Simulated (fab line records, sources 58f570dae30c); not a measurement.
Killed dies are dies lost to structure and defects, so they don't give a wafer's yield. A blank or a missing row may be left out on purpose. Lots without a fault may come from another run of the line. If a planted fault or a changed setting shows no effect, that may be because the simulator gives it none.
Problem report, 8D (eight disciplines) form, completed by code + flow berkeley-cmos170 + the parts of the form that need people (team, actions taken, sign-off) are left out

## 1. WHAT IS WRONG
beam-energy-keV at UCB170_NVT_IMPLANT_07 reads a mean of 51.649 on 6 wafers of 2 lots; wafers without a fault read 49.997 with a standard deviation of 0.016. So: +99 or more standard deviations from the usual mean.
First seen on wafer L758.1, day 9 10:04, on implanter-02. The record has a number at this step for 42 wafers belonging to 14 lots. Rule for "out" (also "out of limits"): further than 4 standard deviations from the usual mean. The other wafers with a number count as sound.

## 2. WHAT IT IS AND WHAT IT IS NOT
| question                    | is                     | is not                                                                                 |
|-----------------------------|------------------------|----------------------------------------------------------------------------------------|
| which readings at this step | beam-energy-keV        | end-station-pressure-torr                                                              |
| which lots                  | L758, L761             | L745, L746, L747, L748, L750, L751, L752, L753, L762, L763, L765, L768                 |
| which wafers of those lots  | all that have a number | -                                                                                      |
| read on which tools         | implanter-02           | implanter-03, implanter-04                                                             |
| when                        | from day 9 10:04       | up to then (24 sound wafers); but 12 sound wafers of L762, L763, L765, L768 came after |

## 3. WHAT RULES OUT EACH SUSPECT
Counting: a tool stays on the suspect list if, at a process step up to the reading, it processed all lots that are out and no sound lot following the first of them.
- implanter-02 at UCB170_NVT_IMPLANT_07: kept. All lots that are out passed through it, beginning with L758 at day 9 10:04, and no sound lot followed; its final sound lot before that point was L752 at day 8 01:05. Its own readings are out on those wafers: beam-energy-keV.
The count leaves implanter-02 at UCB170_NVT_IMPLANT_07.

## 4. THE CAUSE (what the simulator had put in)
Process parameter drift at UCB170_NVT_IMPLANT_07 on implanter-02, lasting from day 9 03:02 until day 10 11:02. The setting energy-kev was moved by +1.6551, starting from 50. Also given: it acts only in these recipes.
Only this tool survived the counting.

## 5. THE CHAIN OF EFFECTS, in route order
Rows list readings where the struck wafers' mean (over those with a number) sits beyond 3 standard deviations from the usual. Readings are gone through only where the record gives a usual standard deviation; hours: the median, over the lots, of the time from a lot's start at the first step in this table giving one to that lot's start at this step; sigmas: the change measured in usual standard deviations.
| hours | step                  | reading         | usual  | on struck wafers | change | sigmas      |
|-------|-----------------------|-----------------|--------|------------------|--------|-------------|
| 0     | UCB170_NVT_IMPLANT_07 | beam-energy-keV | 49.997 | 51.649           | +1.652 | +99 or more |
The process steps in it:
- UCB170_NVT_IMPLANT_07
At these later measuring or inspecting steps, every struck wafer for which the step has a row has a number for every such reading, and none has moved that far: UCB170_NLDD_OVL_MEAS_07.

## 6. HOW IT WOULD HAVE BEEN CAUGHT EARLIER
In this record the first reading out of limits was taken at day 9 10:04, 7 hours after the fault began at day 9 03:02.
